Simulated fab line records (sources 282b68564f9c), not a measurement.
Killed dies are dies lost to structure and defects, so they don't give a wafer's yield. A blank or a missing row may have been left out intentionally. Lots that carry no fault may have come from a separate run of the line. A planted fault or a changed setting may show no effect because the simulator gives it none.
A lot that was struck, set against a sound lot | flow ritCmos | 30 steps out of a route of 202
Sound: the wafers L861.1, L861.3, L861.4. Struck: wafers L867.1, L867.4, L867.5. At the end, the cause is stated.
Each step with rows lists, per side, the tool, then ch with its chambers, then its first start. Under that, the readings that differ: sound wafers | struck wafers | difference of the means | sigmas: that difference in standard deviations of wafers without a fault.
alike: words and numbers the same on both sides, and readings whose means are apart by under 2 such deviations; not compared: readings that were withheld, readings missing a value for some wafer, numbers with overlapping values and no deviation given by the record, and bounds like >300 which may hide the same value.
Wherever a step has rows on one side only, a row that says differs or no value, or a row with sigmas, the two part there. When numbers do not overlap yet have no deviation, they are printed without sigmas and do not part them. Lack of a reading on every wafer of one side parts them only where that side has two or more wafers.

RIT_FOX2_THK_MEAS_01:
  struck on filmMetro-02, day 4 19:17; sound on filmMetro-03, day 3 15:23
  alike: FOX2_OXIDE_THK
then, 2 steps without rows for these wafers: RIT_FOX2_CLEAN_02 (cleans in dHF, time 180 s); RIT_FOX2_WET_ETCH_03 (etches Si3N4 in H3PO4, target depth 195 nm, time 2700 s).
RIT_FOX2_THK_MEAS_90:
  struck on filmMetro-02, day 4 20:10; sound on filmMetro-03, day 3 16:16
  alike: FIELD_OXIDE_LEFT_1_THK
then, 6 steps without rows for these wafers: RIT_NWELL_HMDS_00 (prime time 60 s); RIT_NWELL_COAT_01 (resist thk 1300 nm); RIT_NWELL_SOFTBAKE_02 (time 60 s); RIT_NWELL_EXPOSE_03 (exposes mask M2, target cd 43900 nm); RIT_NWELL_PEB_04; RIT_NWELL_DEVELOP_05 (develop time 68 s).
RIT_NWELL_OVL_MEAS_06:
  struck on overlay-01, day 4 21:13; sound on overlay-02, day 3 17:20
  alike: NWELL_OVL
then, 1 step without rows for these wafers: RIT_NWELL_HARDBAKE_07 (time 120 s).
RIT_NWELL_IMPLANT_08:
  sound on implanter-01 ch 0, day 3 17:37; struck on implanter-01 ch 0, day 4 21:31
reading          | sound                         | struck                        | difference | sigmas
doseIonsCm2      | 4.995e+13 4.995e+13 4.996e+13 | 7.103e+13 7.105e+13 7.096e+13 | +2.106e+13 | +99 or more
faradayCurrentUA | 157 160 159                   | 226 219 226                   | +65        | +21
  alike: tiltDeg
RIT_NWELL_STRIP_09: strips in O2, time 180 s.
  sound on plasmaAsher-04 ch 0,1, day 3 17:46; struck on plasmaAsher-01 ch 0,1, day 4 21:40
  alike: drypumpMotorCurrentA, rfReflPowerW
  not compared: rfHoursCounterH
RIT_NWELL_TW_MEAS_10:
  struck on filmMetro-03, day 4 21:50; sound on filmMetro-01, day 3 17:56
reading  | sound          | struck         | difference | sigmas
NWELL_TW | 2141 2145 2156 | 2409 2427 2429 | +274       | +17
then, 6 steps without rows for these wafers: RIT_PWELL_HMDS_00 (prime time 60 s); RIT_PWELL_COAT_01 (resist thk 1300 nm); RIT_PWELL_SOFTBAKE_02 (time 60 s); RIT_PWELL_EXPOSE_03 (exposes mask M3, target cd 43700 nm); RIT_PWELL_PEB_04; RIT_PWELL_DEVELOP_05 (develop time 68 s).
RIT_PWELL_OVL_MEAS_06:
  struck on overlay-01, day 4 22:46; sound on overlay-02, day 3 18:53
  alike: PWELL_OVL
then, 2 steps without rows for these wafers: RIT_PWELL_HARDBAKE_07 (time 120 s); RIT_PWELL_IMPLANT_08.
RIT_PWELL_STRIP_09: strips in O2, time 180 s.
  sound on plasmaAsher-03 ch 0,1, day 3 19:19; struck on plasmaAsher-02 ch 0, day 4 23:13
  alike: drypumpMotorCurrentA, rfReflPowerW
  not compared: rfHoursCounterH
RIT_PWELL_TW_MEAS_10:
  struck on filmMetro-03, day 4 23:23; sound on filmMetro-03, day 3 19:29
  alike: PWELL_TW
then, 1 step without rows for these wafers: RIT_WELLDRIVE_ANNEAL_00 (time 14700 s).
RIT_WELLDRIVE_RS_MEAS_01: the measuring method here is four-point-probe.
  struck on filmMetro-04, day 5 05:27; sound on filmMetro-01, day 4 01:34
reading           | sound             | struck            | difference | sigmas
NWELL_RS (ohm/sq) | 276.4 276.0 275.6 | 222.4 222.2 221.8 | -53.9      | -59
RIT_WELLDRIVE_RS_MEAS_02: the measuring method here is four-point-probe.
  struck on filmMetro-04, day 5 05:34; sound on filmMetro-01, day 4 01:41
  alike: PWELL_RS
RIT_M1_PROBE_99:
  record: rows for the struck wafers here (prober-01, day 6 12:06), none for the sound ones

== WHERE THEY PART ==
At RIT_NWELL_IMPLANT_08 first; at RIT_M1_PROBE_99 last (within this record only).

WHY: what had been put in by the simulator
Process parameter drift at RIT_NWELL_IMPLANT_08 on implanter-01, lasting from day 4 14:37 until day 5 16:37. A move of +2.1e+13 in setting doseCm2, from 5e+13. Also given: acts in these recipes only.
